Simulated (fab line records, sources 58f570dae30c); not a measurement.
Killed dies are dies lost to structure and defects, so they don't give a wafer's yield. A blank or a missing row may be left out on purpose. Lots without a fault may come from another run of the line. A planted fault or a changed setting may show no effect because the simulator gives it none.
Problem report in the 8D (eight disciplines) form, filled by code | flow berkeley_cmos170 | the parts of the form that need people (team, actions taken, sign-off) are left out

1. THE PROBLEM
heater_power_total_W at UCB170_GATE_SOFTBAKE_08 reads a mean of 57.38 W on 6 wafers of 2 lots; wafers without a fault read 56.80 W with a standard deviation of 0.048. That is +12 standard deviations from the usual mean.
The step: time 60 s.
First seen on wafer L147.2, day 8 08:00, on litho_track-04. The record holds 42 wafers of 14 lots with a number at this step. Rule for "out", or "out of limits": more than 4 standard deviations from the usual mean. The other wafers with a number count as sound.

2. WHAT IT IS AND WHAT IT IS NOT
question                    | is                                 | is not
which readings at this step | heater_power_total_W, plate_temp_C | exhaust_pa
which lots                  | L146, L147                         | L138, L139, L140, L144, L145, L149, L151, L152, L153, L156, L157, L161
which wafers of those lots  | all that have a number             | -
read on which tools         | litho_track-04                     | litho_track-01, litho_track-03
when                        | from day 8 08:00                   | up to then (18 sound wafers); but 18 sound wafers of L151, L152, L153, L156, L157, L161 came after

3. SUSPECTS, AND WHAT RULES EACH OUT
Counting: a tool at a process step up to the reading stays a suspect if it ran every lot that is out and no sound lot after the first of them.
- litho_track-04 at UCB170_GATE_SOFTBAKE_08 (time 60 s): kept. It ran every lot that is out, first L147 (day 8 08:00), and no sound lot after that; its last sound lot up to then is L145 (day 7 07:00). Its own readings are out on those wafers: heater_power_total_W, plate_temp_C.
Left after counting: litho_track-04 at UCB170_GATE_SOFTBAKE_08.

4. THE CAUSE (what the simulator had put in)
Process parameter drift: litho_track-04, from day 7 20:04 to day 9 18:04, at UCB170_GATE_SOFTBAKE_08. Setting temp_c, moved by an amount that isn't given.
Counting left only this tool.

5. THE CHAIN OF EFFECTS, in route order
Each row: a reading whose mean over the struck wafers that have a number lies more than 3 standard deviations from the usual. Only readings for which the record gives a usual standard deviation are gone through. hours: the time from each lot's start at the first step in this table that gives one to its start at this step, as a median over the lots. sigmas: the change in usual standard deviations.
hours | step                    | reading              | usual    | on struck wafers | change | sigmas
0     | UCB170_GATE_SOFTBAKE_08 | heater_power_total_W | 56.80 W  | 57.38            | +0.58  | +12
0     | UCB170_GATE_SOFTBAKE_08 | plate_temp_C         | 129.99 C | 130.97           | +0.98  | +7.0
The process steps in it:
- UCB170_GATE_SOFTBAKE_08: time 60 s.
Later measuring or inspecting steps at which every struck wafer that the step has a row for has a number for every such reading, and none has moved that far: UCB170_M1_OVL_MEAS_10, UCB170_V1_BOW_MEAS_03.

6. WHAT WOULD HAVE CAUGHT IT SOONER
In this record the first reading out of limits was taken at day 8 08:00, 12 hours after the fault began at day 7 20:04.
